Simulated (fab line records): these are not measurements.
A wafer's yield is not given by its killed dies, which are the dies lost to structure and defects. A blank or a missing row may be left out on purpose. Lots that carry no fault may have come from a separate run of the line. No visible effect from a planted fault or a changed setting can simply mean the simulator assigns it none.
Split-lot experiment | flow berkeleyCmos170 | 23 wafers read from 5 lots, route of 331 steps

== ON THE SPLIT ==
At UCB170_NLDD_IMPLANT_08, the setting doseCm2 was moved away from the recipe's 5e+13 on 7 of the 23 wafers read, by -4.2% to +6.9%. For the rest of the wafers, this setting stayed at what the recipe calls for.

== FROM THE SPLIT TO THE READING: what the file shows between them, 6 steps ==
- UCB170_NSD_COAT_01: resist thk 900 nm (also split here: resistThkNm)
- UCB170_NSD_IMPLANT_08 (also split here: doseCm2)
- UCB170_NSD_STRIP_09: strips in O2
- UCB170_NSD_CLEAN_11: cleans in SPM, time 600 s
- UCB170_SDANNEAL_RTA_01: time 5 s
- UCB170_SDANNEAL_RS_MEAS_03: measures by four-point-probe

== THE READING ==
At UCB170_SDANNEAL_RS_MEAS_05, a four-point-probe measurement gives NLDD_RS in ohm/sq. A value of 617.1 ohm/sq with a standard deviation of 1.6 ohm/sq is what fault-free wafers of this fab line usually give.

wafer  | tool, chamber at the split | doseCm2 as run | against the recipe | NLDD_RS, ohm/sq | against lot-mates on the recipe
L076.1 | implanter-04, 0            | 5.343e+13      | +6.9%              | 607.5           | -13.0
L076.2 | implanter-04, 0            | 5.343e+13      | +6.9%              | 607.4           | -13.1
L076.4 | implanter-04, 0            | 5.343e+13      | +6.9%              | 607.4           | -13.1
L076.5 | implanter-04, 0            | 5e+13          | recipe             | 620.7           | -
L076.6 | implanter-04, 0            | 5e+13          | recipe             | 620.2           | -
L075.1 | implanter-02, 0            | 5e+13          | recipe             | 616.6           | -
L075.3 | implanter-02, 0            | 5e+13          | recipe             | 619.1           | -
L075.4 | implanter-02, 0            | 5e+13          | recipe             | 618.4           | -
L079.1 | implanter-03, 0            | 4.84e+13       | -3.2%              | 624.4           | +7.9
L079.2 | implanter-03, 0            | 4.84e+13       | -3.2%              | 624.4           | +7.9
L079.4 | implanter-03, 0            | 5e+13          | recipe             | 616.7           | -
L079.5 | implanter-03, 0            | 5e+13          | recipe             | 617.4           | -
L079.6 | implanter-03, 0            | 5e+13          | recipe             | 615.3           | -
L083.1 | implanter-04, 0            | 5e+13          | recipe             | 615.2           | -
L083.2 | implanter-04, 0            | 4.79e+13       | -4.2%              | 625.2           | +10.8
L083.3 | implanter-04, 0            | 4.79e+13       | -4.2%              | 624.4           | +10.0
L083.4 | implanter-04, 0            | 5e+13          | recipe             | 614.0           | -
L083.5 | implanter-04, 0            | 5e+13          | recipe             | 614.1           | -
L084.2 | implanter-03, 0            | 5e+13          | recipe             | 617.2           | -
L084.3 | implanter-03, 0            | 5e+13          | recipe             | 617.2           | -
L084.4 | implanter-03, 0            | 5e+13          | recipe             | 617.6           | -
L084.5 | implanter-03, 0            | 5e+13          | recipe             | 618.1           | -
L084.6 | implanter-03, 0            | 5e+13          | recipe             | 617.3           | -

THE FIT
A straight line over all 23 wafers: NLDD_RS changes by -1.59 ohm/sq for each +1% of doseCm2; r = -0.94; the points scatter about the line by 1.8 ohm/sq.
The same after taking each lot's own level away (the mean of its wafers on the recipe; 23 wafers): -2.07 ohm/sq for each +1%; r = -0.99; scatter 0.9 ohm/sq.
That fit puts the effect of the largest move of doseCm2 on the reading at 14 ohm/sq.
The span of the lots' own levels, 614.43 to 620.45 ohm/sq, comes to 3.8 times the standard deviation stated above.
So the lot-to-lot level changes the slope: the two fits differ.
Check: with one of the wafers moved furthest among these (+6.9%) left out of the fit, the line predicts -14.1 ohm/sq for it against its lot-mates. Against them it came out at -13 ohm/sq.

== THE OTHER SPLITS THESE WAFERS WENT THROUGH ==
Before the reading, these wafers also passed through other splits. Each is held against what the fit with the lots' levels taken away leaves over:
other split on the same wafers     | wafers away from the commonest value | r with NLDD_RS (lot level and that fit taken away)
UCB170_START_OXIDATION_02 oxTimeS  | 15                                   | +0.31
UCB170_NWELL_IMPLANT_14 energyKev  | 10                                   | -0.04
UCB170_PWELL_CVD_05 nh3FlowSccm    | 15                                   | -0.09
UCB170_ACTIVE_OXIDATION_02 oxTimeS | 15                                   | -0.08
UCB170_PFIELD_IMPLANT_07 energyKev | 10                                   | +0.22
UCB170_PVT_IMPLANT_07 doseCm2      | 6                                    | +0.02
UCB170_PLDD_COAT_01 resistThkNm    | 10                                   | -0.28
UCB170_NSD_COAT_01 resistThkNm     | 11                                   | +0.12
UCB170_NSD_IMPLANT_08 doseCm2      | 9                                    | +0.01

== THE FILE'S OWN FIT ==
NLDD_RS changes by -2.11 ohm/sq for each +1% of doseCm2, r = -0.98.
